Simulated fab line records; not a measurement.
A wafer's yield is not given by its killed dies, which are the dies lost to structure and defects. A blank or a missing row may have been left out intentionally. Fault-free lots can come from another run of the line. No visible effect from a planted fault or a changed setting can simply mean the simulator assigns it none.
What tool caused it? | flow rit-cmos | Sampling: 7 lots, 21 wafers, 2 of 202 route steps

== WHAT THE GAUGES READ, wafer by wafer ==
RIT_NLDD_TW_MEAS_10.
lot  | measured    | on            | NLDD_TW
L171 | day 2 23:40 | film-metro-03 | 2519 2506 2534
L173 | day 3 07:47 | film-metro-03 | 2518 2529 2538
L178 | day 4 10:25 | film-metro-02 | 2704 2703 2703
L185 | day 5 20:02 | film-metro-01 | 2493 2498 2501
L187 | day 6 08:59 | film-metro-03 | 2526 2533 2525
L191 | day 7 02:12 | film-metro-01 | 2515 2506 2516
L193 | day 7 14:29 | film-metro-01 | 2483 2506 2497

== TOOL THAT RAN EACH LOT (tool first, then ch and the chambers of the sampled wafers, then the start) ==
lot  | RIT_NLDD_IMPLANT_08
L171 | implanter-02 ch 0, day 2 23:22
L173 | implanter-04 ch 0, day 3 07:28
L178 | implanter-04 ch 0, day 4 10:05
L185 | implanter-02 ch 0, day 5 19:43
L187 | implanter-02 ch 0, day 6 08:40
L191 | implanter-03 ch 0, day 7 01:53
L193 | implanter-03 ch 0, day 7 14:10
- RIT_NLDD_IMPLANT_08

== THE ANSWER, worked out from the rows above alone ==
Rule: the lots themselves supply what counts as usual. The widest of any qualifying gaps counts: lots, ordered by their means at a reading, are off when they make up no more than a third of the lots, leave a main group of 4 or more, and stand apart from it by 3 or more times the standard deviation of that group's means. Not used: any main group whose means are identical at the precision the tables above print for the reading. Also off: a lot with no number at a reading for which 4 or more lots have one. The other lots that the step has rows for count as sound.
Off: L178, at RIT_NLDD_TW_MEAS_10 (NLDD_TW). Mean 2514 and standard deviation 13 in the main group.
A tool fits if, at a process step before that reading, it ran every lot that is off, and no sound lot after the first of them. The gauges at RIT_NLDD_TW_MEAS_10 are tried like those tools. Can't be told from this: 2 tools fit, implanter-04 at RIT_NLDD_IMPLANT_08, film-metro-02 at RIT_NLDD_TW_MEAS_10.

== WHAT THE SIMULATOR HAD PUT IN ==
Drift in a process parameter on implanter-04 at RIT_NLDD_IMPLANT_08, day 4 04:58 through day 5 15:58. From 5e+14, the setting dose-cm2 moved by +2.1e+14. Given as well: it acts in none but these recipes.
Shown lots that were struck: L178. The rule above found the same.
